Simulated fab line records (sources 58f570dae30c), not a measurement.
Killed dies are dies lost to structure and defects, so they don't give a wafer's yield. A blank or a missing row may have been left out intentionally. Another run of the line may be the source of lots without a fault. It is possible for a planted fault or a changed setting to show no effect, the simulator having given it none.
Split-lot study | flow berkeley_cmos170 | 23 wafers read from 5 lots, route of 331 steps

== SPLIT DETAILS ==
At UCB170_M3_PEB_13, the setting peb_temp_c was moved away from the recipe's 130 C on 5 of the 23 wafers read, by -2.3% to +2.0%. The other wafers ran this setting at the recipe's value.

== FROM THE SPLIT TO THE READING: what the file shows between them, 5 steps ==
- UCB170_M3_DEVELOP_14: develop time 45 s
- UCB170_M3_CD_MEAS_15: target cd 700 nm
- UCB170_M3_ETCH_17: etches BARC in N2/H2
- UCB170_M3_METAL_ETCH_18: etches Al in Cl2/BCl3, stops on SiO2, target depth 1170 nm, time 195 s
- UCB170_M3_STRIP_19: strips in O2

== THE READING ==
cd_nm at UCB170_M3_CD_MEAS_90, given in nm (cd target 700 nm). On this fab line, fault-free wafers typically give 702 nm with a standard deviation of 3.3 nm.

wafer  | tool, chamber at the split | peb_temp_c as run, C | against the recipe | cd_nm, nm | against lot-mates on the recipe
L074.1 | litho_track-01, 0          | 130                  | recipe             | 701       | -
L074.2 | litho_track-01, 0          | 130                  | recipe             | 701       | -
L074.3 | litho_track-01, 0          | 130                  | recipe             | 698       | -
L074.4 | litho_track-01, 0          | 130                  | recipe             | 701       | -
L074.6 | litho_track-01, 0          | 130                  | recipe             | 702       | -
L077.2 | litho_track-04, 0          | 130                  | recipe             | 699       | -
L077.4 | litho_track-04, 0          | 130                  | recipe             | 698       | -
L077.6 | litho_track-04, 0          | 130                  | recipe             | 710       | -
L078.1 | litho_track-04, 0          | 130                  | recipe             | 704       | -
L078.2 | litho_track-04, 0          | 130                  | recipe             | 700       | -
L078.4 | litho_track-04, 0          | 127                  | -2.3%              | 727       | +23
L078.5 | litho_track-04, 0          | 130                  | recipe             | 708       | -
L078.6 | litho_track-04, 0          | 127                  | -2.3%              | 721       | +17
L083.1 | litho_track-04, 0          | 130                  | recipe             | 696       | -
L083.2 | litho_track-04, 0          | 130                  | recipe             | 701       | -
L083.4 | litho_track-04, 0          | 130                  | recipe             | 701       | -
L083.5 | litho_track-04, 0          | 130                  | recipe             | 702       | -
L083.6 | litho_track-04, 0          | 130                  | recipe             | 693       | -
L082.1 | litho_track-04, 0          | 132.6                | +2.0%              | 690       | -12
L082.2 | litho_track-04, 0          | 132.6                | +2.0%              | 688       | -14
L082.4 | litho_track-04, 0          | 130                  | recipe             | 703       | -
L082.5 | litho_track-04, 0          | 132.6                | +2.0%              | 689       | -14
L082.6 | litho_track-04, 0          | 130                  | recipe             | 702       | -

THE FIT
A straight line over all 23 wafers: cd_nm changes by -7.93 nm for each +1% of peb_temp_c; r = -0.90; the points scatter about the line by 4 nm.
The same after taking each lot's own level away (the mean of its wafers on the recipe; 23 wafers): -7.68 nm for each +1%; r = -0.92; scatter 3.3 nm.
Per that fit: largest peb_temp_c move, reading shift of 18 nm.
Across the lots, their own levels run from 698.6 to 704.0 nm, a range of 1.6 times the standard deviation given above.
So the lot-to-lot level changes the slope little: the two slopes agree.
Check: +16.2 nm against its lot-mates is what the line predicts for one of the wafers moved furthest among these (-2.3%) when that wafer is left out of the fit. It came out at +23 nm against them.

== THE WHOLE CHAIN: every reading that the file lists as answering this split, in the file's order ==
step                    | what it does                                                           | reading                                                   | change (the file's fit)              | r (the file's)
UCB170_M3_CD_MEAS_15    | target cd 700 nm                                                       | cd_nm                                                     | -8.59 nm for each +1% of the setting | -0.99
UCB170_M3_ETCH_17       | etches BARC in N2/H2                                                   | M3.cd_nm (the simulator's own value, which no gauge read) | -8.56 nm for each +1% of the setting | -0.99
UCB170_M3_METAL_ETCH_18 | etches Al in Cl2/BCl3, stops on SiO2, target depth 1170 nm, time 195 s | M3.cd_nm (the simulator's own value, which no gauge read) | -7.86 nm for each +1% of the setting | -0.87
UCB170_M3_CD_MEAS_90    | target cd 700 nm                                                       | cd_nm                                                     | -7.89 nm for each +1% of the setting | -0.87

== THE FILE'S OWN FIT ==
cd_nm changes by -7.89 nm for each +1% of peb_temp_c, r = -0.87.
